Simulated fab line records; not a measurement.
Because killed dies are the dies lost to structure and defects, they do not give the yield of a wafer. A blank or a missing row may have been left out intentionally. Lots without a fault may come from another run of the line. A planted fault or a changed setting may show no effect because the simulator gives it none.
Problem report in the 8D (eight disciplines) form, filled by code -- flow rit_cmos -- the parts of the form that need people (team, actions taken, sign-off) are left out

1. THE PROBLEM
Wafers free of any fault read 1050 (standard deviation 4) for NRETRO_TW at RIT_NRETRO_TW_MEAS_10, against a mean of 1082 on 6 wafers of 2 lots. Measured from the usual mean, that is +8.0 standard deviations.
First seen on wafer L700.1, day 5 08:14, on film_metro-04. Wafers with a number at this step in the record: 42, from 14 lots. By rule, "out" or "out of limits" means more than 4 standard deviations away from the usual mean. The rest of the wafers with a number are treated as sound.

2. WHAT IT IS, AND WHAT IT ISN'T
question,is,is not
which readings at this step,NRETRO_TW,-
which lots,"L700, L701","L686, L687, L688, L689, L690, L692, L693, L694, L702, L703, L705, L706"
which wafers of those lots,all that have a number,-
read on which gauges,film_metro-04,"film_metro-01, film_metro-02"
when,from day 5 08:14,"up to then (24 sound wafers); but 12 sound wafers of L702, L703, L705, L706 came after"

3. SUSPECTS, AND WHAT RULES EACH OUT
Counting: any tool at a process step up to the reading is kept as a suspect provided that every lot that is out went through it and no sound lot did after the first of them.
- the gauge at RIT_NRETRO_TW_MEAS_10: ruled out. All the wafers that are out were read on film_metro-04, but those of them that RIT_NRETRO_IMPLANT_08 has rows for are out there too, on other tools.
- implanter-01 at RIT_NRETRO_IMPLANT_08: kept. Every lot that is out went through it, starting with L700 (day 5 07:55), and after that it ran no sound lot; the last sound lot it ran before then is L692 (day 3 12:46). Out on those wafers are its own readings of dose_ions_cm2.
Remaining after the count: implanter-01 at RIT_NRETRO_IMPLANT_08.

4. THE CAUSE (what the simulator had put in)
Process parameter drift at RIT_NRETRO_IMPLANT_08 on implanter-01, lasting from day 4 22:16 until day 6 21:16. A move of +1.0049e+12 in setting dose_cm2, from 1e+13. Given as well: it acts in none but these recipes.
This tool alone remained once counting was done.

5. THE CHAIN OF EFFECTS, in route order
Rows list readings where the struck wafers' mean (over those with a number) sits beyond 3 standard deviations from the usual. Only readings whose record carries a usual standard deviation are examined. hours: median over the lots of the time between each lot's start at the first step of this table that gives one and its start at this step. sigmas: the change, counted in usual standard deviations.
hours,step,reading,usual,on struck wafers,change,sigmas
0,RIT_NRETRO_IMPLANT_08,dose_ions_cm2,1.0003e+13,1.1004e+13,+1.0013e+12,+91
0,RIT_NRETRO_IMPLANT_08,faraday_current_uA,31.6,35.0,+3.4,+5.5
0,RIT_NRETRO_TW_MEAS_10,NRETRO_TW,1050,1082,+32,+8.0
Its process steps:
- RIT_NRETRO_IMPLANT_08
Later measuring or inspecting steps at which every struck wafer that the step has a row for has a number for every such reading, and none has moved that far: RIT_M1_THK_MEAS_02.

6. WHAT WOULD HAVE CAUGHT IT SOONER
The first out-of-limits reading at a measuring or inspecting step in this record came at day 5 08:14, 10 hours after the fault's start at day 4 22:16.
Tool's own readings at RIT_NRETRO_IMPLANT_08, dose_ions_cm2: out on all struck wafers the step has rows for; an alarm limit on them would have tripped on the first.
Among the 2 lots that are out, L701 began RIT_NRETRO_IMPLANT_08 on implanter-01 after day 5 08:14. It would have been spared by a hold on the tool at that moment.
